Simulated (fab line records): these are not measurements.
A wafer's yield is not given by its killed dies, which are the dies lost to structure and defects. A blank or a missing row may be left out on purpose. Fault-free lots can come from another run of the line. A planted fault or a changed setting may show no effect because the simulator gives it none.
Which tool was responsible? || flow berkeley_cmos170 || 42 wafers from 14 lots sampled at 4 of the route's 331 steps

WHAT THE GAUGES SHOWED, per wafer
UCB170_M3_CD_MEAS_15: the cd target is 700 nm. Usual: cd_nm at 700.0 nm, with a standard deviation of 1.3.
{"lot": "L922", "measured": "day 8 21:35", "on": "cd_sem-01", "cd_nm (nm)": "699.9 700.2 701.8", "flag": ""}
{"lot": "L924", "measured": "day 8 22:04", "on": "cd_sem-01", "cd_nm (nm)": "698.4 697.6 698.3", "flag": ""}
{"lot": "L929", "measured": "day 10 01:28", "on": "cd_sem-01", "cd_nm (nm)": "700.9 700.3 701.2", "flag": ""}
{"lot": "L927", "measured": "day 10 08:24", "on": "cd_sem-02", "cd_nm (nm)": "696.7 697.1 698.4", "flag": ""}
{"lot": "L928", "measured": "day 10 03:10", "on": "cd_sem-01", "cd_nm (nm)": "700.5 699.3 700.1", "flag": ""}
{"lot": "L931", "measured": "day 10 13:31", "on": "cd_sem-01", "cd_nm (nm)": "700.1 701.6 700.3", "flag": ""}
{"lot": "L930", "measured": "day 10 14:04", "on": "cd_sem-01", "cd_nm (nm)": "700.9 700.2 699.4", "flag": ""}
{"lot": "L932", "measured": "day 10 23:04", "on": "cd_sem-02", "cd_nm (nm)": "700.5 702.0 701.5", "flag": ""}
{"lot": "L940", "measured": "day 11 19:28", "on": "cd_sem-02", "cd_nm (nm)": "701.8 701.2 700.2", "flag": ""}
{"lot": "L939", "measured": "day 11 18:13", "on": "cd_sem-01", "cd_nm (nm)": "701.8 702.7 702.9", "flag": ""}
{"lot": "L942", "measured": "day 12 18:44", "on": "cd_sem-02", "cd_nm (nm)": "700.1 698.2 697.4", "flag": ""}
{"lot": "L941", "measured": "day 12 17:48", "on": "cd_sem-01", "cd_nm (nm)": "699.8 701.4 699.6", "flag": ""}
{"lot": "L943", "measured": "day 12 18:24", "on": "cd_sem-02", "cd_nm (nm)": "701.9 700.2 700.8", "flag": ""}
{"lot": "L944", "measured": "day 13 11:26", "on": "cd_sem-02", "cd_nm (nm)": "698.9 700.9 700.6", "flag": ""}

UCB170_M3_BOW_MEAS_20. Usual: M3_BOW gives 34 um (standard deviation 7.5).
{"lot": "L922", "measured": "day 8 22:11", "on": "film_metro-01", "M3_BOW (um)": "25 32 37", "flag": ""}
{"lot": "L924", "measured": "day 8 22:40", "on": "film_metro-02", "M3_BOW (um)": "27 35 33", "flag": ""}
{"lot": "L929", "measured": "day 10 02:04", "on": "film_metro-03", "M3_BOW (um)": "36 31 38", "flag": ""}
{"lot": "L927", "measured": "day 10 09:00", "on": "film_metro-03", "M3_BOW (um)": "26 30 33", "flag": ""}
{"lot": "L928", "measured": "day 10 03:46", "on": "film_metro-02", "M3_BOW (um)": "36 30 23", "flag": ""}
{"lot": "L931", "measured": "day 10 14:08", "on": "film_metro-03", "M3_BOW (um)": "34 13 32", "flag": ""}
{"lot": "L930", "measured": "day 10 14:40", "on": "film_metro-02", "M3_BOW (um)": "24 26 39", "flag": ""}
{"lot": "L932", "measured": "day 10 23:40", "on": "film_metro-03", "M3_BOW (um)": "35 31 35", "flag": ""}
{"lot": "L940", "measured": "day 11 20:04", "on": "film_metro-02", "M3_BOW (um)": "34 41 33", "flag": ""}
{"lot": "L939", "measured": "day 11 18:49", "on": "film_metro-01", "M3_BOW (um)": "31 41 49", "flag": ""}
{"lot": "L942", "measured": "day 12 19:20", "on": "film_metro-01", "M3_BOW (um)": "36 32 33", "flag": ""}
{"lot": "L941", "measured": "day 12 18:36", "on": "film_metro-03", "M3_BOW (um)": "38 43 38", "flag": ""}
{"lot": "L943", "measured": "day 12 19:00", "on": "film_metro-02", "M3_BOW (um)": "20 21 31", "flag": ""}
{"lot": "L944", "measured": "day 13 12:02", "on": "film_metro-03", "M3_BOW (um)": "48 42 37", "flag": ""}

TOOL THAT RAN EACH LOT (tool first, then ch and the chambers of the sampled wafers, then the start)
{"lot": "L922", "UCB170_PVT_DEVELOP_05": "litho_track-04 ch 0, day 6 08:00", "UCB170_M1_METAL_ETCH_12": "rie_metal-02 ch 0,1, day 8 06:18"}
{"lot": "L924", "UCB170_PVT_DEVELOP_05": "litho_track-04 ch 0, day 6 08:00", "UCB170_M1_METAL_ETCH_12": "rie_metal-01 ch 0,1, day 8 06:54"}
{"lot": "L929", "UCB170_PVT_DEVELOP_05": "litho_track-03 ch 0, day 7 17:00", "UCB170_M1_METAL_ETCH_12": "rie_metal-01 ch 0,1, day 9 13:12"}
{"lot": "L927", "UCB170_PVT_DEVELOP_05": "litho_track-03 ch 0, day 7 17:00", "UCB170_M1_METAL_ETCH_12": "rie_metal-02 ch 0,1, day 9 14:52"}
{"lot": "L928", "UCB170_PVT_DEVELOP_05": "litho_track-01 ch 0, day 7 17:00", "UCB170_M1_METAL_ETCH_12": "rie_metal-03 ch 0,1, day 9 14:19"}
{"lot": "L931", "UCB170_PVT_DEVELOP_05": "litho_track-03 ch 0, day 8 09:00", "UCB170_M1_METAL_ETCH_12": "rie_metal-02 ch 0,1, day 9 22:07"}
{"lot": "L930", "UCB170_PVT_DEVELOP_05": "litho_track-04, day 8 10:00", "UCB170_M1_METAL_ETCH_12": "rie_metal-01 ch 0,1, day 9 23:05"}
{"lot": "L932", "UCB170_PVT_DEVELOP_05": "litho_track-03, day 8 18:00", "UCB170_M1_METAL_ETCH_12": "rie_metal-03 ch 0,1, day 10 10:29"}
{"lot": "L940", "UCB170_PVT_DEVELOP_05": "litho_track-01 ch 0, day 9 16:00", "UCB170_M1_METAL_ETCH_12": "rie_metal-01 ch 0,1, day 11 07:13"}
{"lot": "L939", "UCB170_PVT_DEVELOP_05": "litho_track-04 ch 0, day 9 16:00", "UCB170_M1_METAL_ETCH_12": "rie_metal-02 ch 0,1, day 11 05:04"}
{"lot": "L942", "UCB170_PVT_DEVELOP_05": "litho_track-01 ch 0, day 10 11:00", "UCB170_M1_METAL_ETCH_12": "rie_metal-02 ch 0, day 12 04:58"}
{"lot": "L941", "UCB170_PVT_DEVELOP_05": "litho_track-01 ch 0, day 10 11:00", "UCB170_M1_METAL_ETCH_12": "rie_metal-01 ch 1, day 12 04:26"}
{"lot": "L943", "UCB170_PVT_DEVELOP_05": "litho_track-04 ch 0, day 10 12:00", "UCB170_M1_METAL_ETCH_12": "rie_metal-03 ch 0,1, day 12 04:44"}
{"lot": "L944", "UCB170_PVT_DEVELOP_05": "litho_track-03 ch 0, day 11 06:00", "UCB170_M1_METAL_ETCH_12": "rie_metal-01 ch 0,1, day 12 21:31"}
- UCB170_PVT_DEVELOP_05: develop time 45 s.
- UCB170_M1_METAL_ETCH_12: etches Al in Cl2/BCl3, stops on PSG, target depth 780 nm, time 130 s.

WHAT THE TOOLS THEMSELVES READ (means of the sampled wafers that have a number; where no wafer has one, the mark that the record gives instead)
UCB170_PVT_DEVELOP_05. Usual: chill_plate_temp_C at 23.01 C, with a standard deviation of 0.11.
{"lot": "L922", "tool": "litho_track-04", "chill_plate_temp_C (C)": 23.09, "flag": ""}
{"lot": "L924", "tool": "litho_track-04", "chill_plate_temp_C (C)": 22.89, "flag": ""}
{"lot": "L929", "tool": "litho_track-03", "chill_plate_temp_C (C)": 23.18, "flag": ""}
{"lot": "L927", "tool": "litho_track-03", "chill_plate_temp_C (C)": 22.97, "flag": ""}
{"lot": "L928", "tool": "litho_track-01", "chill_plate_temp_C (C)": 23.16, "flag": ""}
{"lot": "L931", "tool": "litho_track-03", "chill_plate_temp_C (C)": 22.96, "flag": ""}
{"lot": "L930", "tool": "litho_track-04", "chill_plate_temp_C (C)": "-", "flag": "OFF"}
{"lot": "L932", "tool": "litho_track-03", "chill_plate_temp_C (C)": "-", "flag": "OFF"}
{"lot": "L940", "tool": "litho_track-01", "chill_plate_temp_C (C)": 22.95, "flag": ""}
{"lot": "L939", "tool": "litho_track-04", "chill_plate_temp_C (C)": 23.05, "flag": ""}
{"lot": "L942", "tool": "litho_track-01", "chill_plate_temp_C (C)": 22.99, "flag": ""}
{"lot": "L941", "tool": "litho_track-01", "chill_plate_temp_C (C)": 23.01, "flag": ""}
{"lot": "L943", "tool": "litho_track-04", "chill_plate_temp_C (C)": 23.02, "flag": ""}
{"lot": "L944", "tool": "litho_track-03", "chill_plate_temp_C (C)": 23.10, "flag": ""}

UCB170_M1_METAL_ETCH_12. Usual: drypump_motor_current_A 5.5 A, standard deviation 0.47; oes_product_au 0.857 a.u., standard deviation 0.012; throttle_valve_pct 24.39 %, standard deviation 0.13.
{"lot": "L922", "tool": "rie_metal-02", "drypump_motor_current_A (A)": 6.0, "oes_product_au (a.u.)": 0.874, "throttle_valve_pct (%)": 24.58, "flag": ""}
{"lot": "L924", "tool": "rie_metal-01", "drypump_motor_current_A (A)": 5.4, "oes_product_au (a.u.)": 0.849, "throttle_valve_pct (%)": 24.32, "flag": ""}
{"lot": "L929", "tool": "rie_metal-01", "drypump_motor_current_A (A)": 5.4, "oes_product_au (a.u.)": 0.851, "throttle_valve_pct (%)": 24.32, "flag": ""}
{"lot": "L927", "tool": "rie_metal-02", "drypump_motor_current_A (A)": 5.7, "oes_product_au (a.u.)": 0.856, "throttle_valve_pct (%)": 24.47, "flag": ""}
{"lot": "L928", "tool": "rie_metal-03", "drypump_motor_current_A (A)": 5.0, "oes_product_au (a.u.)": 0.851, "throttle_valve_pct (%)": 24.36, "flag": ""}
{"lot": "L931", "tool": "rie_metal-02", "drypump_motor_current_A (A)": 5.6, "oes_product_au (a.u.)": 0.863, "throttle_valve_pct (%)": 24.47, "flag": ""}
{"lot": "L930", "tool": "rie_metal-01", "drypump_motor_current_A (A)": 5.4, "oes_product_au (a.u.)": 0.849, "throttle_valve_pct (%)": 24.33, "flag": ""}
{"lot": "L932", "tool": "rie_metal-03", "drypump_motor_current_A (A)": 5.1, "oes_product_au (a.u.)": 0.858, "throttle_valve_pct (%)": 24.35, "flag": ""}
{"lot": "L940", "tool": "rie_metal-01", "drypump_motor_current_A (A)": 5.4, "oes_product_au (a.u.)": 0.846, "throttle_valve_pct (%)": 24.32, "flag": ""}
{"lot": "L939", "tool": "rie_metal-02", "drypump_motor_current_A (A)": 5.7, "oes_product_au (a.u.)": 0.872, "throttle_valve_pct (%)": 24.46, "flag": ""}
{"lot": "L942", "tool": "rie_metal-02", "drypump_motor_current_A (A)": 6.4, "oes_product_au (a.u.)": 0.870, "throttle_valve_pct (%)": 24.68, "flag": ""}
{"lot": "L941", "tool": "rie_metal-01", "drypump_motor_current_A (A)": 5.8, "oes_product_au (a.u.)": 0.871, "throttle_valve_pct (%)": 24.29, "flag": ""}
{"lot": "L943", "tool": "rie_metal-03", "drypump_motor_current_A (A)": 5.1, "oes_product_au (a.u.)": 0.849, "throttle_valve_pct (%)": 24.36, "flag": ""}
{"lot": "L944", "tool": "rie_metal-01", "drypump_motor_current_A (A)": 5.4, "oes_product_au (a.u.)": 0.848, "throttle_valve_pct (%)": 24.33, "flag": ""}

THE ANSWER, worked out from the rows above alone
Rule: a lot counts as off when the mean over its wafers that have a number is more than 3 standard deviations away from the usual mean. Also off: a lot with no number at a reading for which 4 or more lots have one. Any other lot the step has rows for is counted as sound. First the gauges in route order, then the tools' own readings, where a lot's mean is used as printed above. At the first step where some lot is off, the reading lying furthest off is the one used; lots without a number count as furthest.
Off, at UCB170_PVT_DEVELOP_05 on chill_plate_temp_C: L930, L932. Without a number there: L930, L932.
A tool fits if, at that step or a process step before it, it ran every lot that is off, and no sound lot after the first of them. None of those tried fits.

WHAT HAD BEEN PUT IN BY THE SIMULATOR
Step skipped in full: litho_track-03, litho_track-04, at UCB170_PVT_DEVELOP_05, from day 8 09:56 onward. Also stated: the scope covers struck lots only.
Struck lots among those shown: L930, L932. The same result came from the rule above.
